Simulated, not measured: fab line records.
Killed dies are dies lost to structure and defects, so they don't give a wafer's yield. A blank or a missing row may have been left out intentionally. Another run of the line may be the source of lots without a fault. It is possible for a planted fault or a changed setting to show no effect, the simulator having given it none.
The tool behind it: which one? :: flow rit-cmos :: 14 lots with 42 wafers sampled at 2 steps, on a route of 202 steps

## WHAT EACH GAUGE READ, for each wafer
RIT_REOX_THK_MEAS_04. Usual: for REOX_OXIDE_THK the level is 25.3 nm and the standard deviation is 0.4.
lot: L778
measured: day 3 03:41
on: film-metro-03
REOX_OXIDE_THK (nm): 24.8 24.8 24.7
flag: 

lot: L779
measured: day 3 07:08
on: film-metro-02
REOX_OXIDE_THK (nm): 25.6 25.2 25.9
flag: 

lot: L780
measured: day 3 11:19
on: film-metro-02
REOX_OXIDE_THK (nm): 24.8 25.3 25.3
flag: 

lot: L781
measured: day 4 00:23
on: film-metro-04
REOX_OXIDE_THK (nm): 25.3 25.6 25.3
flag: 

lot: L783
measured: day 4 00:24
on: film-metro-03
REOX_OXIDE_THK (nm): 24.7 25.1 25.3
flag: 

lot: L784
measured: day 4 05:33
on: film-metro-04
REOX_OXIDE_THK (nm): 25.4 25.4 25.3
flag: 

lot: L785
measured: day 4 09:46
on: film-metro-03
REOX_OXIDE_THK (nm): 25.3 25.3 25.1
flag: 

lot: L788
measured: day 5 01:25
on: film-metro-02
REOX_OXIDE_THK (nm): 25.3 25.2 25.4
flag: 

lot: L789
measured: day 5 06:50
on: film-metro-02
REOX_OXIDE_THK (nm): 25.8 25.1 25.6
flag: 

lot: L790
measured: day 5 14:03
on: film-metro-04
REOX_OXIDE_THK (nm): 25.9 25.5 25.9
flag: 

lot: L791
measured: day 5 16:43
on: film-metro-03
REOX_OXIDE_THK (nm): 33.0 32.8 32.6
flag: OFF

lot: L793
measured: day 6 03:44
on: film-metro-02
REOX_OXIDE_THK (nm): 31.5 31.7 31.5
flag: OFF

lot: L799
measured: day 7 21:38
on: film-metro-03
REOX_OXIDE_THK (nm): 25.2 25.2 25.3
flag: 

lot: L800
measured: day 8 00:29
on: film-metro-04
REOX_OXIDE_THK (nm): 25.9 26.0 25.8
flag: 

## TOOL THAT RAN EACH LOT (tool first, then ch and the chambers of the sampled wafers, then the start)
lot: L778
RIT_REOX_OXIDATION_03: furnace-01 ch 0, day 3 01:08

lot: L779
RIT_REOX_OXIDATION_03: furnace-04 ch 0, day 3 04:35

lot: L780
RIT_REOX_OXIDATION_03: furnace-01 ch 0, day 3 08:46

lot: L781
RIT_REOX_OXIDATION_03: furnace-03 ch 0, day 3 21:50

lot: L783
RIT_REOX_OXIDATION_03: furnace-03 ch 0, day 3 21:50

lot: L784
RIT_REOX_OXIDATION_03: furnace-04 ch 0, day 4 02:59

lot: L785
RIT_REOX_OXIDATION_03: furnace-03 ch 0, day 4 07:13

lot: L788
RIT_REOX_OXIDATION_03: furnace-03 ch 0, day 4 22:52

lot: L789
RIT_REOX_OXIDATION_03: furnace-04 ch 0, day 5 04:16

lot: L790
RIT_REOX_OXIDATION_03: furnace-04 ch 0, day 5 11:28

lot: L791
RIT_REOX_OXIDATION_03: furnace-03 ch 0, day 5 14:10

lot: L793
RIT_REOX_OXIDATION_03: furnace-03 ch 0, day 6 01:11

lot: L799
RIT_REOX_OXIDATION_03: furnace-04 ch 0, day 7 19:04

lot: L800
RIT_REOX_OXIDATION_03: furnace-01 ch 0, day 7 21:56
- RIT_REOX_OXIDATION_03: target thk 25.2 nm, ox time 5580 s.

## AS READ BY THE TOOLS THEMSELVES (means over the sampled wafers that have a number; for cases with no such wafer, the mark the record gives instead)
The record holds no such reading with a usual standard deviation.

## THE ANSWER, worked out from the rows above alone
Rule: lot off if the mean of its wafers having a number is beyond 3 standard deviations from the usual mean. Also off: a lot with no number at a reading for which 4 or more lots have one. Where the step has rows for the other lots, those lots are counted as sound. Order of review: gauges by route order, followed by the tools' own readings, for which a lot's mean as printed above is used. At the first step where some lot is off, the reading lying furthest off is the one used; lots without a number count as furthest.
Off: L791, L793, at RIT_REOX_THK_MEAS_04 (REOX_OXIDE_THK).
If a tool, at a process step before that reading, ran all the lots that are off and no sound lot after the first of them, it fits. The gauges at RIT_REOX_THK_MEAS_04 are tried like those tools. One fits: RIT_REOX_OXIDATION_03 on furnace-03. Its last sound lot is L788 (day 4 22:52), its first lot that is off L791 (day 5 14:10): a fault that began between those two fits.

## WHAT THE SIMULATOR HAD INSERTED
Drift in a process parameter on furnace-03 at RIT_REOX_OXIDATION_03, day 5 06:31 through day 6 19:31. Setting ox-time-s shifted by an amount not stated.
Shown lots that were struck: L791, L793. This agrees with what the rule above found.
